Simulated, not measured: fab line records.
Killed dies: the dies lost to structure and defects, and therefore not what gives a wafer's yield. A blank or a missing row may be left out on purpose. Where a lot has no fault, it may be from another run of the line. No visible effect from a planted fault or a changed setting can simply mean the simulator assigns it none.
Comparing a struck lot with a sound one / flow berkeley-cmos170 / 14 steps out of a route of 331
Sound: these wafers, L452.3, L452.4, L452.5. The struck wafers were L459.4, L459.5, L459.6. Last of all comes the cause.
Order at every step that has rows: each side's tool, ch and its chambers, its first start. Under that, the readings that differ: sound wafers / struck wafers / difference of the means / sigmas: that difference in standard deviations of wafers without a fault.
alike: same words and numbers on both sides, and readings whose means sit less than 2 such deviations apart. not compared: any withheld reading, any reading some wafer has no value for, any bound like >300 that may hide the same value, and any number with overlapping values for which the record gives no deviation.
The two part at a step that has a row with sigmas, a row that says differs or no value, or rows on one side only. Non-overlapping numbers with no deviation appear without sigmas and do not part them. A reading that every wafer of one side lacks parts them only if that side has two wafers or more.

first, 4 steps without rows for these wafers: UCB170_WELLDRIVE_WET_ETCH_04 (etches SiO2 in BOE, time 120 s); UCB170_ACTIVE_CLEAN_00 (cleans in SPM, time 600 s); UCB170_ACTIVE_CLEAN_01 (cleans in dHF, time 60 s); UCB170_ACTIVE_OXIDATION_02 (target thk 26.4 nm, ox time 1260 s).
UCB170_ACTIVE_THK_MEAS_03:
  struck on film-metro-03, day 7 11:29; sound on film-metro-02, day 6 02:40
  alike: ACTIVE_OXIDE_THK
then, 2 steps without rows for these wafers: UCB170_ACTIVE_ANNEAL_04 (time 900 s); UCB170_ACTIVE_CVD_05 (deposits Si3N4 from SiH2Cl2/NH3, target thk 220 nm, time 3300 s).
UCB170_ACTIVE_THK_MEAS_06:
  struck on film-metro-03, day 7 21:19; sound on film-metro-01, day 6 09:56
  alike: ACTIVE_NITRIDE_THK
then, 4 steps without rows for these wafers: UCB170_ACTIVE_HMDS_07 (prime time 60 s); UCB170_ACTIVE_COAT_08 (resist thk 900 nm); UCB170_ACTIVE_SOFTBAKE_09 (time 60 s); UCB170_ACTIVE_EXPOSE_10 (exposes mask ACTIVE, target cd 1200 nm).
UCB170_ACTIVE_PEB_11:
  struck on litho-track-04, day 7 22:07; sound on litho-track-01 ch 0, day 6 11:39
  no value came back on the struck wafers for chill-plate-temp-C (C), exhaust-pa (Pa), plate-temp-C (C); on the sound wafers chill-plate-temp-C (C) reads 22.83 22.88 22.88
then, 1 step without rows for these wafers: UCB170_ACTIVE_DEVELOP_12 (develop time 45 s).

## WHERE THEY PART
Within this record, at UCB170_ACTIVE_PEB_11 only.

WHY: what the simulator had put in
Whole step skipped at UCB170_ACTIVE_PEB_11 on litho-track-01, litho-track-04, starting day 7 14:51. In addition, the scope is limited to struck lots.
